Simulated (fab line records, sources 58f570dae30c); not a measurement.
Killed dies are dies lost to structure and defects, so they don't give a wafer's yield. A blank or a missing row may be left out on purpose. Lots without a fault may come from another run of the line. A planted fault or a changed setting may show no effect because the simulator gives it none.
Which tool did it? | flow berkeley_cmos170 | 14 lots, 42 wafers sampled, at 5 steps of a route of 331

WHAT THE GAUGES READ, wafer by wafer
UCB170_NWELL_THK_MEAS_05. Usual: NWELL_NITRIDE_THK 222.6 nm, standard deviation 1.9.
lot  | measured    | on            | NWELL_NITRIDE_THK (nm) | flag
L686 | day 2 14:20 | film_metro-03 | 225.8 223.4 224.6      |
L687 | day 3 03:47 | film_metro-01 | 221.8 221.4 222.0      |
L689 | day 3 03:47 | film_metro-04 | 222.3 221.1 221.4      |
L691 | day 3 13:08 | film_metro-03 | 223.3 227.4 224.6      |
L693 | day 3 21:38 | film_metro-01 | 220.9 222.2 222.6      |
L694 | day 4 05:35 | film_metro-03 | 222.3 222.4 221.2      |
L696 | day 4 11:45 | film_metro-04 | 218.5 219.2 219.2      |
L695 | day 4 11:46 | film_metro-01 | 223.1 221.2 223.0      |
L703 | day 6 02:43 | film_metro-01 | 221.3 222.2 221.6      |
L704 | day 6 11:18 | film_metro-01 | 224.1 223.9 225.1      |
L705 | day 6 11:18 | film_metro-03 | 223.6 222.5 222.3      |
L706 | day 6 18:50 | film_metro-03 | 219.5 220.2 222.2      |
L709 | day 7 06:22 | film_metro-03 | 222.9 220.5 222.4      |
L708 | day 7 06:22 | film_metro-04 | 224.8 226.3 225.5      |

UCB170_ACTIVE_CD_MEAS_13: target cd 1200 nm. Usual: cd_nm 1201.0 nm, standard deviation 1.6.
lot  | measured     | on        | cd_nm (nm)           | flag
L686 | day 4 19:53  | cd_sem-01 | 1200.8 1202.5 1200.9 |
L687 | day 5 12:12  | cd_sem-02 | 1198.3 1197.2 1198.0 |
L689 | day 5 11:57  | cd_sem-01 | 1200.4 1199.8 1199.8 |
L691 | day 6 01:11  | cd_sem-02 | 1202.4 1200.0 1201.7 |
L693 | day 6 08:09  | cd_sem-02 | 1203.6 1204.6 1202.6 |
L694 | day 6 16:02  | cd_sem-01 | 1201.8 1202.1 1202.4 |
L696 | day 6 21:37  | cd_sem-01 | 1200.1 1201.6 1201.4 |
L695 | day 6 21:23  | cd_sem-01 | 1200.9 1201.0 1199.2 |
L703 | day 8 17:59  | cd_sem-02 | 1201.7 1200.6 1200.3 |
L704 | day 9 00:58  | cd_sem-02 | 1200.5 1201.1 1201.3 |
L705 | day 9 01:12  | cd_sem-02 | 1200.2 1200.7 1200.8 |
L706 | day 9 10:37  | cd_sem-02 | 1199.7 1198.5 1199.6 |
L709 | day 10 00:39 | cd_sem-02 | 1204.1 1204.4 1204.7 |
L708 | day 10 00:57 | cd_sem-02 | 1201.1 1198.8 1199.7 |

UCB170_GATE_CD_MEAS_12: target cd 350 nm. Usual: cd_nm 350.1 nm, standard deviation 1.5.
lot  | measured     | on        | cd_nm (nm)        | flag
L686 | day 7 05:41  | cd_sem-01 | 350.1 348.2 349.7 |
L687 | day 8 07:25  | cd_sem-02 | 350.1 350.2 351.2 |
L689 | day 8 07:15  | cd_sem-01 | 349.9 349.3 350.0 |
L691 | day 8 13:41  | cd_sem-01 | 350.9 350.0 349.8 |
L693 | day 8 22:21  | cd_sem-02 | 348.7 347.3 348.5 |
L694 | day 9 14:59  | cd_sem-02 | 350.4 349.9 349.6 |
L696 | day 9 15:35  | cd_sem-02 | 350.2 350.6 350.9 |
L695 | day 9 15:43  | cd_sem-02 | 316.6 315.4 316.1 | OFF
L703 | day 11 07:32 | cd_sem-01 | 321.5 320.8 320.7 | OFF
L704 | day 11 07:16 | cd_sem-01 | 349.0 349.5 348.5 |
L705 | day 11 07:29 | cd_sem-02 | 353.1 351.8 353.3 |
L706 | day 11 22:13 | cd_sem-01 | 350.7 351.5 350.5 |
L709 | day 12 07:42 | cd_sem-01 | 350.7 350.6 352.1 |
L708 | day 12 07:23 | cd_sem-02 | 350.6 350.0 349.8 |

UCB170_CONTACT_THK_MEAS_02. Usual: CONTACT_PSG_THK 703 nm, standard deviation 6.9.
lot  | measured     | on            | CONTACT_PSG_THK (nm) | flag
L686 | day 8 02:43  | film_metro-03 | 715 715 714          |
L687 | day 9 02:55  | film_metro-02 | 711 708 705          |
L689 | day 9 01:08  | film_metro-01 | 699 701 703          |
L691 | day 9 13:35  | film_metro-02 | 688 687 691          |
L693 | day 9 13:35  | film_metro-01 | 702 704 704          |
L694 | day 10 09:53 | film_metro-02 | 699 698 694          |
L696 | day 10 11:39 | film_metro-01 | 696 700 698          |
L695 | day 10 11:40 | film_metro-03 | 704 704 700          |
L703 | day 12 07:14 | film_metro-02 | 710 710 709          |
L704 | day 12 04:43 | film_metro-03 | 698 692 694          |
L705 | day 12 05:26 | film_metro-03 | 694 692 694          |
L706 | day 12 17:29 | film_metro-01 | 708 700 701          |
L709 | day 13 11:23 | film_metro-02 | 700 704 699          |
L708 | day 13 07:19 | film_metro-03 | 704 709 702          |

WHICH TOOL RAN EACH LOT (tool, then ch and the chambers of the sampled wafers, then the start)
lot  | UCB170_GATE_PEB_10
L686 | litho_track-03 ch 0, day 7 05:25
L687 | litho_track-04 ch 0, day 8 07:05
L689 | litho_track-01 ch 0, day 8 06:58
L691 | litho_track-03 ch 0, day 8 13:25
L693 | litho_track-03 ch 0, day 8 22:05
L694 | litho_track-03 ch 0, day 9 14:43
L696 | litho_track-01 ch 0, day 9 15:18
L695 | litho_track-03 ch 0, day 9 15:26
L703 | litho_track-03 ch 0, day 11 07:16
L704 | litho_track-04 ch 0, day 11 06:56
L705 | litho_track-04 ch 0, day 11 07:13
L706 | litho_track-04 ch 0, day 11 21:53
L709 | litho_track-01 ch 0, day 12 07:23
L708 | litho_track-01 ch 0, day 12 07:08
- UCB170_GATE_PEB_10

WHAT THE TOOLS THEMSELVES READ (means of the sampled wafers that have a number; where no wafer has one, the mark that the record gives instead)
UCB170_GATE_PEB_10. Usual: exhaust_pa 45.1 Pa, standard deviation 0.97; heater_power_total_W 56.81 W, standard deviation 0.043; plate_temp_C 130.01 C, standard deviation 0.15.
lot  | tool           | exhaust_pa (Pa) | heater_power_total_W (W) | plate_temp_C (C) | flag
L686 | litho_track-03 | 44.0            | 56.81                    | 129.93           |
L687 | litho_track-04 | 44.7            | 56.77                    | 130.22           |
L689 | litho_track-01 | 46.3            | 56.80                    | 130.06           |
L691 | litho_track-03 | 46.4            | 56.81                    | 129.88           |
L693 | litho_track-03 | 45.1            | 56.81                    | 130.05           |
L694 | litho_track-03 | 44.2            | 56.79                    | 129.98           |
L696 | litho_track-01 | 46.4            | 56.80                    | 129.85           |
L695 | litho_track-03 | 44.4            | 60.45                    | 136.45           | OFF
L703 | litho_track-03 | 45.5            | 60.49                    | 136.39           | OFF
L704 | litho_track-04 | 45.2            | 56.86                    | 130.21           |
L705 | litho_track-04 | 44.6            | 56.78                    | 129.97           |
L706 | litho_track-04 | 44.7            | 56.88                    | 129.86           |
L709 | litho_track-01 | 44.6            | 56.79                    | 130.09           |
L708 | litho_track-01 | 44.6            | 56.75                    | 130.12           |

THE ANSWER, worked out from the rows above alone
Rule: a lot is off if the mean of its wafers that have a number lies more than 3 standard deviations from the usual mean. A lot without any number at a reading at which 4 lots or more have one is off too. The other lots that the step has rows for count as sound. The gauges are gone through in route order, then the tools' own readings, and for those a lot's mean is taken as printed above. The first step at which some lot is off is used, and at that step the reading that is off furthest; a lot without a number counts as furthest.
Off: L695, L703, at UCB170_GATE_CD_MEAS_12 (cd_nm).
A tool fits if, at a process step before that reading, it ran every lot that is off, and no sound lot after the first of them. The gauges at UCB170_GATE_CD_MEAS_12 aren't tried: what is off there is off at UCB170_GATE_PEB_10 too, on other tools, and a gauge's error can't cause that. One fits: litho_track-03 at UCB170_GATE_PEB_10. Its last sound lot is L694 (day 9 14:43), its first lot that is off L695 (day 9 15:26): a fault that began between those two fits.
The tool's own readings at UCB170_GATE_PEB_10 bear it out: on the lots that are off they differ by more than 5 times the standard deviation of the sound lots' means. heater_power_total_W reads 60.47 W there against 56.80 W on the sound lots; plate_temp_C reads 136.42 C there against 130.02 C on the sound lots.

WHAT THE SIMULATOR HAD PUT IN
Process parameter drift: litho_track-03, from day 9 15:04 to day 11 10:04, at UCB170_GATE_PEB_10. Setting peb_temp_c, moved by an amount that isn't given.
Lots struck among those shown: L695, L703. The rule above found the same.
